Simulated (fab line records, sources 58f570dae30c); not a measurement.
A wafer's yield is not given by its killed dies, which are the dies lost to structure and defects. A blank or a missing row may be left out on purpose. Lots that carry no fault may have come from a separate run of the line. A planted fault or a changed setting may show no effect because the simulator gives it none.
What tool caused it? + flow berkeley cmos170 + Sampling: 13 lots, 39 wafers, 4 of 331 route steps

WHAT EACH GAUGE READ, for each wafer
UCB170_V2_CD_MEAS_12: the cd target is 700 nm. Usual: 700.0 nm for cd nm, sd 1.7.
| lot  | measured     | on        | cd nm (nm)        | flag |
|------|--------------|-----------|-------------------|------|
| L757 | day 7 11:26  | cd sem-02 | 701.8 702.5 702.5 |      |
| L758 | day 7 23:13  | cd sem-02 | 698.2 698.4 698.5 |      |
| L759 | day 8 10:10  | cd sem-02 | 697.9 697.3 698.3 |      |
| L760 | day 8 22:46  | cd sem-01 | 701.9 701.7 701.6 |      |
| L762 | day 8 23:22  | cd sem-01 | 699.3 697.9 697.0 |      |
| L761 | day 8 23:51  | cd sem-02 | 699.5 699.2 699.7 |      |
| L769 | day 10 09:52 | cd sem-02 | 698.8 698.2 697.2 |      |
| L770 | day 10 22:28 | cd sem-02 | 698.5 698.8 698.0 |      |
| L771 | day 10 21:20 | cd sem-01 | 701.1 700.5 701.4 |      |
| L773 | day 11 16:07 | cd sem-01 | 700.0 697.7 699.5 |      |
| L774 | day 11 07:55 | cd sem-02 | 700.5 701.5 699.3 |      |
| L777 | day 11 15:49 | cd sem-01 | 703.1 702.3 702.7 |      |
| L778 | day 12 11:13 | cd sem-02 | 703.5 702.7 702.7 |      |

UCB170_M3_RS_MEAS_02: the measuring method here is four-point-probe. Usual: M3_AL_RS gives 0.0321 ohm/sq (standard deviation 0.00039).
| lot  | measured     | on            | M3_AL_RS (ohm/sq)    | flag |
|------|--------------|---------------|----------------------|------|
| L757 | day 7 12:08  | film metro-02 | 0.0316 0.0324 0.0323 |      |
| L758 | day 7 23:59  | film metro-04 | 0.0319 0.0321 0.0316 |      |
| L759 | day 8 10:52  | film metro-04 | 0.0325 0.0324 0.0324 |      |
| L760 | day 8 23:28  | film metro-02 | 0.0328 0.0319 0.0324 |      |
| L762 | day 9 00:05  | film metro-03 | 0.0320 0.0319 0.0320 |      |
| L761 | day 9 00:34  | film metro-04 | 0.0320 0.0319 0.0321 |      |
| L769 | day 10 10:34 | film metro-02 | 0.0320 0.0316 0.0315 |      |
| L770 | day 10 23:10 | film metro-02 | 0.0322 0.0318 0.0323 |      |
| L771 | day 10 22:02 | film metro-02 | 0.0322 0.0323 0.0323 |      |
| L773 | day 11 16:49 | film metro-03 | 0.0319 0.0322 0.0319 |      |
| L774 | day 11 08:38 | film metro-04 | 0.0326 0.0319 0.0321 |      |
| L777 | day 11 16:32 | film metro-02 | 0.0319 0.0317 0.0318 |      |
| L778 | day 12 11:55 | film metro-03 | 0.0320 0.0323 0.0320 |      |

TOOL THAT RAN EACH LOT (tool first, then ch and the chambers of the sampled wafers, then the start)
| lot  | UCB170_NWELL_WET_ETCH_18       | UCB170_M2_STRIP_19                   |
|------|--------------------------------|--------------------------------------|
| L757 | wet bench-01 ch 1, day 2 03:19 | plasma asher-04 ch 0,1, day 7 09:16  |
| L758 | wet bench-02 ch 0, day 2 10:32 | plasma asher-03 ch 0,1, day 7 19:26  |
| L759 | wet bench-02 ch 1, day 2 21:53 | plasma asher-04 ch 0,1, day 8 08:05  |
| L760 | wet bench-01 ch 2, day 3 05:06 | plasma asher-03 ch 0,1, day 8 20:10  |
| L762 | wet bench-02 ch 3, day 3 11:23 | plasma asher-04 ch 0,1, day 8 20:54  |
| L761 | wet bench-03 ch 1, day 3 11:26 | plasma asher-01 ch 0,1, day 8 21:05  |
| L769 | wet bench-03 ch 0, day 4 23:18 | plasma asher-01 ch 0,1, day 10 07:35 |
| L770 | wet bench-02 ch 2, day 5 06:03 | plasma asher-01 ch 0,1, day 10 19:26 |
| L771 | wet bench-01 ch 0, day 5 08:16 | plasma asher-03 ch 0,1, day 10 18:52 |
| L773 | wet bench-01 ch 1, day 5 18:34 | plasma asher-01 ch 0,1, day 11 13:57 |
| L774 | wet bench-01 ch 2, day 6 02:40 | plasma asher-03 ch 0, day 11 05:35   |
| L777 | wet bench-01 ch 2, day 6 11:17 | plasma asher-03 ch 0,1, day 11 13:41 |
| L778 | wet bench-01 ch 2, day 6 21:37 | plasma asher-01 ch 0,1, day 12 09:00 |
- UCB170_NWELL_WET_ETCH_18: etches Si3N4 in H3PO4, time 14400 s.
- UCB170_M2_STRIP_19: strips in O2.

WHAT THE TOOLS THEMSELVES READ (means of the sampled wafers that have a number; where no wafer has one, the mark that the record gives instead)
UCB170_M2_STRIP_19. Usual: drypump motor current A 5.8 A, standard deviation 0.47; oes product au 0.545 a.u., standard deviation 0.018.
| lot  | tool            | drypump motor current A (A) | oes product au (a.u.) | flag |
|------|-----------------|-----------------------------|-----------------------|------|
| L757 | plasma asher-04 | 5.8                         | 0.547                 |      |
| L758 | plasma asher-03 | 6.3                         | 0.531                 |      |
| L759 | plasma asher-04 | 5.8                         | 0.537                 |      |
| L760 | plasma asher-03 | 6.3                         | 0.549                 |      |
| L762 | plasma asher-04 | 5.8                         | 0.548                 |      |
| L761 | plasma asher-01 | 5.5                         | 0.542                 |      |
| L769 | plasma asher-01 | 5.4                         | 0.542                 |      |
| L770 | plasma asher-01 | 5.5                         | 0.562                 |      |
| L771 | plasma asher-03 | 6.1                         | 0.538                 |      |
| L773 | plasma asher-01 | 5.2                         | 0.529                 |      |
| L774 | plasma asher-03 | 6.0                         | 0.551                 |      |
| L777 | plasma asher-03 | 6.1                         | 0.549                 |      |
| L778 | plasma asher-01 | 5.5                         | 0.559                 |      |

THE ANSWER, worked out from the rows above alone
Rule: lot off if the mean of its wafers having a number is beyond 3 standard deviations from the usual mean. A lot without any number at a reading at which 4 lots or more have one is off too. Where the step has rows for the other lots, those lots are counted as sound. First the gauges in route order, then the tools' own readings, where a lot's mean is used as printed above. The first step at which some lot is off is used, and at that step the reading that is off furthest; a lot without a number counts as furthest.
None of the lots is off at any reading shown; this tells nothing.

WHAT THE SIMULATOR HAD PUT IN
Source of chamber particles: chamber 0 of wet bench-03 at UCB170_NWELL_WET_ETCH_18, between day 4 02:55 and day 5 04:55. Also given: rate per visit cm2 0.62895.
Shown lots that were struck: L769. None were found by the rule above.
